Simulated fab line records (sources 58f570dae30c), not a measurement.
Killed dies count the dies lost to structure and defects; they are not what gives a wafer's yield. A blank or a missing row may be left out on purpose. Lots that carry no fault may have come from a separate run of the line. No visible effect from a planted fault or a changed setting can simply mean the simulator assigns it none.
What tool caused it? | flow berkeley_cmos170 | 7 lots, 21 wafers sampled, at 4 steps of a route of 331

## WHAT EACH GAUGE READ, for each wafer
UCB170_V2_THK_MEAS_01.
lot  | measured     | on            | V2_TEOS_THK (nm)
L202 | day 8 17:05  | film_metro-04 | 2005 2025 2044
L206 | day 9 11:02  | film_metro-04 | 1963 2003 1985
L208 | day 10 08:26 | film_metro-02 | 2003 2006 2003
L212 | day 11 15:49 | film_metro-04 | 2031 2042 2031
L219 | day 12 09:16 | film_metro-01 | 997 957 1019 997 955 1019
L220 | day 13 03:16 | film_metro-02 | 955 1002 1030 954 1003 1031
L224 | day 13 21:26 | film_metro-01 | 1971 2019 2002

## WHICH TOOL RAN EACH LOT (tool, then ch and the chambers of the sampled wafers, then the start)
lot  | UCB170_V1_CVD_00                | UCB170_M2_ETCH_17                  | UCB170_V2_CVD_00
L202 | pecvd-02 ch 1,2, day 8 08:43    | rie_diel-01 ch 0,2, day 8 16:28    | pecvd-04 ch 0,2, day 8 16:55
L206 | pecvd-02 ch 0,1, day 9 05:51    | rie_diel-02 ch 0,1, day 9 10:25    | pecvd-03 ch 0,1,2, day 9 10:52
L208 | pecvd-03 ch 0,1,2, day 10 00:58 | rie_diel-01 ch 0,1,3, day 10 07:50 | pecvd-01 ch 0,1,2, day 10 08:17
L212 | pecvd-03 ch 0,1,2, day 11 06:49 | rie_diel-01 ch 0,1,2, day 11 15:10 | pecvd-03 ch 0,1,2, day 11 15:42
L219 | pecvd-04 ch 0,1,2, day 12 04:02 | rie_diel-02 ch 0,1,3, day 12 08:39 | pecvd-04 ch 0,1,2, day 12 09:06
L220 | pecvd-03 ch 0,1,2, day 12 20:44 | rie_diel-02 ch 1,3, day 13 02:26   | pecvd-04 ch 0,2, day 13 03:00
L224 | pecvd-04 ch 0,1,2, day 13 13:05 | rie_diel-01 ch 0,1, day 13 20:50   | pecvd-01 ch 0,2, day 13 21:17
- UCB170_V1_CVD_00: deposits SiO2 from TEOS/O2, target thk 2000 nm, time 250 s.
- UCB170_M2_ETCH_17: etches BARC in N2/H2.
- UCB170_V2_CVD_00: deposits SiO2 from TEOS/O2, target thk 2000 nm, time 250 s.

## THE ANSWER, worked out from the rows above alone
Rule: the lots themselves supply what counts as usual. The widest of any qualifying gaps counts: lots, ordered by their means at a reading, are off when they make up no more than a third of the lots, leave a main group of 4 or more, and stand apart from it by 3 or more times the standard deviation of that group's means. A main group whose means are all the same, to the digits that the tables above print for the reading, isn't used. A lot without any number at a reading at which 4 lots or more have one is off too. The other lots that the step has rows for count as sound.
Off: L219, L220, at UCB170_V2_THK_MEAS_01 (V2_TEOS_THK). Main group: mean 2009 nm, sd 18.
If a tool, at a process step before that reading, ran all the lots that are off and no sound lot after the first of them, it fits. Those tools and the gauges at UCB170_V2_THK_MEAS_01 are tried in the same way. Can't be told from this: 2 tools fit, rie_diel-02 at UCB170_M2_ETCH_17, pecvd-04 at UCB170_V2_CVD_00.

## WHAT THE SIMULATOR HAD PUT IN
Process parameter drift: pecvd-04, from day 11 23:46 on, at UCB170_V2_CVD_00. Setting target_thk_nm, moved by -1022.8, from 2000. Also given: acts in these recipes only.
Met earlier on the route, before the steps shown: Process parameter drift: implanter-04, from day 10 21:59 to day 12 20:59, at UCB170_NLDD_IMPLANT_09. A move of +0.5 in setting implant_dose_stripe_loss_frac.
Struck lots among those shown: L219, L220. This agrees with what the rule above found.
